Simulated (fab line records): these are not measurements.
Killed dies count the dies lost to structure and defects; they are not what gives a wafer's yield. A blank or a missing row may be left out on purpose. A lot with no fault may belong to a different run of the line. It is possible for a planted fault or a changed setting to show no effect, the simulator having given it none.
A struck lot beside a sound one ; flow ritCmos ; 39 out of 202 route steps
Sound: the wafers L123.3, L123.4, L123.6. Struck: wafers L116.1, L116.2, L116.3. At the end, the cause is stated.
Order at every step that has rows: each side's tool, ch and its chambers, its first start. Under that, the readings that differ: sound wafers ; struck wafers ; difference of the means ; sigmas: that difference in standard deviations of wafers without a fault.
alike: same words and numbers on both sides, and readings whose means sit less than 2 such deviations apart. not compared: any withheld reading, any reading some wafer has no value for, any bound like >300 that may hide the same value, and any number with overlapping values for which the record gives no deviation.
The two part at a step that has a row with sigmas, a row that says differs or no value, or rows on one side only. Numbers that have no deviation but don't overlap get no sigmas and don't part them. A reading missing from all wafers of one side parts the sides only when that side holds two or more wafers.

first, 3 steps without rows for these wafers: RIT_GATE_EXPOSE_13 (exposes mask M6, target cd 150 nm); RIT_GATE_PEB_14; RIT_GATE_DEVELOP_15 (develop time 50 s).
RIT_GATE_CD_MEAS_16: target cd 150 nm.
  sound: cdSem-01 at day 7 01:24; struck: cdSem-01 at day 5 16:38
  alike: cdNm
RIT_GATE_OVL_MEAS_17:
  sound: overlay-01 at day 7 01:30; struck: overlay-01 at day 5 16:46
  alike: GATE_OVL
then, 1 step without rows for these wafers: RIT_GATE_HARDBAKE_18 (time 60 s).
RIT_GATE_ETCH_19: etches poly-Si in SF6/CHF3/O2, stops on SiO2, time 165 s, target depth 312.5 nm.
  sound on rieSi-01 ch 2,3, day 7 01:40; struck on rieSi-02 ch 0,1,2, day 5 16:57
  alike: drypumpMotorCurrentA, oesProductAu, throttleValvePct
  not compared: rfHoursCounterH
RIT_GATE_STRIP_20: strips in O2, time 180 s.
  sound on plasmaAsher-02 ch 0,1, day 7 01:50; struck on plasmaAsher-02 ch 0,1, day 5 17:04
  alike: drypumpMotorCurrentA
  not compared: rfHoursCounterH
RIT_GATE_CD_MEAS_90: target cd 150 nm.
  sound: cdSem-01 at day 7 01:59; struck: cdSem-01 at day 5 17:14
  alike: cdNm
then, 3 steps without rows for these wafers: RIT_REOX_CLEAN_00 (cleans in SC1, time 600 s); RIT_REOX_CLEAN_01 (cleans in dHF, time 30 s); RIT_REOX_CLEAN_02 (cleans in SC2, time 600 s).
RIT_REOX_OXIDATION_03: target thk 25.2 nm, ox time 5580 s.
  sound on furnace-04 ch 0, day 7 02:26; struck on furnace-03 ch 0, day 5 18:04
reading;sound;struck;difference;sigmas
spikeTcCentreC (C);903.2 903.3 904.0;915.3 914.5 913.9;+11.1;+5
spikeTcLoadC (C);924.1 925.8 926.1;945.8 944.8 946.1;+20.2;+8
spikeTcSourceC (C);920.8 921.5 921.3;934.8 935.1 934.4;+13.6;+8
tubeCenterTempC (C);899.96 900.18 900.09;915.08 914.95 915.01;+14.94;+99 or more
tube_center_temp_C_max;901.8 902.2 903.0;918.5 917.2 917.5;+15.4;+38
zonePowerLoadPct (%);25.8 25.8 26.7;27.4 28.1 27.8;+1.7;+3
model.SiO2_of_REOX_OXIDATION_03.thkNm (nm);24.94 24.77 24.92;28.76 29.25 28.84;+4.07;
  alike: zonePowerSourcePct
RIT_REOX_THK_MEAS_04:
  sound: filmMetro-04 at day 7 05:01; struck: filmMetro-04 at day 5 20:37
reading;sound;struck;difference;sigmas
REOX_OXIDE_THK (nm);24.9 24.8 24.9;28.8 29.2 28.8;+4.1;+10
then, 6 steps without rows for these wafers: RIT_NLDD_HMDS_00 (prime time 60 s); RIT_NLDD_COAT_01 (resist thk 1000 nm); RIT_NLDD_SOFTBAKE_02 (time 60 s); RIT_NLDD_EXPOSE_03 (exposes mask M7, target cd 40700 nm); RIT_NLDD_PEB_04; RIT_NLDD_DEVELOP_05 (develop time 50 s).
RIT_NLDD_OVL_MEAS_06:
  sound: overlay-02 at day 7 05:58; struck: overlay-01 at day 5 21:31
  alike: NLDD_OVL
then, 2 steps without rows for these wafers: RIT_NLDD_HARDBAKE_07 (time 60 s); RIT_NLDD_IMPLANT_08.
RIT_NLDD_STRIP_09: strips in O2, time 180 s.
  sound on plasmaAsher-04 ch 0,1, day 7 06:20; struck on plasmaAsher-02 ch 0,1, day 5 21:52
  alike: drypumpMotorCurrentA
  not compared: rfHoursCounterH
RIT_NLDD_TW_MEAS_10:
  sound: filmMetro-03 at day 7 06:29; struck: filmMetro-02 at day 5 22:02
  alike: NLDD_TW
then, 6 steps without rows for these wafers: RIT_PLDD_HMDS_00 (prime time 60 s); RIT_PLDD_COAT_01 (resist thk 1000 nm); RIT_PLDD_SOFTBAKE_02 (time 60 s); RIT_PLDD_EXPOSE_03 (exposes mask M8, target cd 40900 nm); RIT_PLDD_PEB_04; RIT_PLDD_DEVELOP_05 (develop time 50 s).
RIT_PLDD_OVL_MEAS_06:
  sound: overlay-01 at day 7 07:29; struck: overlay-02 at day 5 23:05
  alike: PLDD_OVL
then, 2 steps without rows for these wafers: RIT_PLDD_HARDBAKE_07 (time 60 s); RIT_PLDD_IMPLANT_08.
RIT_PLDD_STRIP_09: strips in O2, time 180 s.
  sound on plasmaAsher-04 ch 0,1, day 7 07:52; struck on plasmaAsher-03 ch 0,1, day 5 23:25
  alike: drypumpMotorCurrentA
  not compared: rfHoursCounterH
RIT_PLDD_TW_MEAS_10:
  sound: filmMetro-02 at day 7 08:00; struck: filmMetro-03 at day 5 23:35
  alike: PLDD_TW
RIT_SPACER_CLEAN_00: cleans in SC1, time 600 s.
  sound on wetBench-04 ch 3, day 7 08:02; struck on wetBench-02 ch 2, day 5 23:39
reading;sound;struck;difference;sigmas
model.SiO2_of_REOX_OXIDATION_03.thkNm (nm);22.97 22.82 22.97;26.54 26.99 26.6;+3.79;
  alike: bathHeatDutyPct
then, 1 step without rows for these wafers: RIT_SPACER_CLEAN_01 (cleans in dHF, time 30 s).
RIT_M1_PROBE_99:
  sound: prober-02 at day 7 22:02; struck: prober-02 at day 6 13:13
reading;sound;struck;difference;sigmas
model.etest.pmosTurned.rOnOhmUm;3684 3458 3615;4221 4512 4300;+759;
model.etest.pmos_0p3.rOnOhmUm;6470 6148 6302;6704 6788 6615;+396;
model.etest.pmos_0p15.rOnOhmUm;2980 2767 2888;3151 3264 3115;+298;
model.etest.pldd.rsOhmSq;575.6 571 570.9;754.9 790.8 745.7;+191.3;
model.etest.nmos_0p3.rOnOhmUm;2121 2025 2087;2289 2337 2301;+231;
model.etest.nmos_0p15.rOnOhmUm;1112 1027 1095;1244 1314 1291;+205;
model.etest.nmosTurned.driveUaUm;351 365.8 353.6;223.7 207.3 217.8;-140.5;
model.etest.nldd.rsOhmSq;347.3 347.1 349.1;497.1 503.3 490.8;+149.2;
  alike: killedAtContacts, killedAtFrontEnd, killedDies, killedOpen, killedShort

WHERE THEY PART
Last at RIT_REOX_THK_MEAS_04 as far as this record goes, first at RIT_REOX_OXIDATION_03. Later steps at which nothing parts them and some readings are alike: RIT_NLDD_OVL_MEAS_06, RIT_NLDD_STRIP_09, RIT_NLDD_TW_MEAS_10, RIT_PLDD_OVL_MEAS_06, RIT_PLDD_STRIP_09, RIT_PLDD_TW_MEAS_10, RIT_SPACER_CLEAN_00, RIT_M1_PROBE_99.

WHY: whatever the simulator had introduced
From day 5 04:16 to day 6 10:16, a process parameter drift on furnace-03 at RIT_REOX_OXIDATION_03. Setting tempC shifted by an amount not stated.
